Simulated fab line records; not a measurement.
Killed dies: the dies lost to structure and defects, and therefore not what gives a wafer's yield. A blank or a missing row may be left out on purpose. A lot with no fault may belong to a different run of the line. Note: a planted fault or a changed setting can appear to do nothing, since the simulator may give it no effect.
Chamber matching | flow berkeley-cmos170 | 3 sister chambers for UCB170_SPACER_CVD_00 on pecvd-04
The step deposits SiO2 from TEOS/O2, target thk 376 nm, time 47 s. 14 wafers are shown with their chamber, then 7 later ones without.

== EACH WAFER AND ITS CHAMBER ==
wafer  | chamber | heater-power-w (W) | pressure-mtorr (mTorr)
L728.2 | 1       | 209                | 8980
L728.5 | 2       | 275                | 9030
L728.6 | 0       | 252                | 9027
L729.1 | 0       | 320                | 8992
L729.3 | 1       | 203                | 9006
L729.6 | 1       | 214                | 9003
L739.1 | 1       | 199                | 9026
L739.3 | 0       | 298                | 9005
L739.4 | 1       | 202                | 9012
L742.2 | 2       | 353                | 9007
L742.4 | 0       | 294                | 9031
L742.6 | 2       | 239                | 9020
L743.2 | 0       | 269                | 8977
L743.3 | 2       | 331                | 8981

SIGNATURES, as means of the wafers listed above
reading        | chamber 0 | chamber 1 | chamber 2 | scatter within a chamber
heater-power-w | 286.60    | 205.40    | 299.50    | 31.7
pressure-mtorr | 9006.40   | 9005.40   | 9009.50   | 20.4
Rule: a wafer lies at a distance from a chamber equal to the root of the sum of squares, over the readings, of (its reading less the chamber's mean, divided by the reading's scatter). If the next closest chamber is less than 2 further off than the closest, the wafer can't be placed; otherwise it belongs to the closest. How the scatter is found: for the shown wafers, subtract from each reading the mean of its chamber, square and add these, divide the total by (wafers less chambers), then take the root.

== WAFERS WHOSE CHAMBER IS MISSING ==
wafer  | heater-power-w (W) | pressure-mtorr (mTorr)
L743.4 | 274                | 8984
L746.1 | 279                | 8995
L746.5 | 314                | 8984
L746.6 | 291                | 8982
L747.1 | 245                | 9010
L747.2 | 235                | 9018
L747.4 | 282                | 9005

== WHICH CHAMBER EACH WENT THROUGH ==
wafer  | from the rows above          | in truth
L743.4 | can't be placed: 0 or 2 or 1 | 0
L746.1 | can't be placed: 0 or 2 or 1 | 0
L746.5 | can't be placed: 2 or 0      | 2
L746.6 | can't be placed: 0 or 2 or 1 | 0
L747.1 | can't be placed: 1 or 0 or 2 | 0
L747.2 | can't be placed: 1 or 0 or 2 | 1
L747.4 | can't be placed: 0 or 2      | 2
Correctly placed: 0 of 7. Can't be placed from these rows: 7 (the true chamber is among the candidates in 7). 0 placed wrongly.
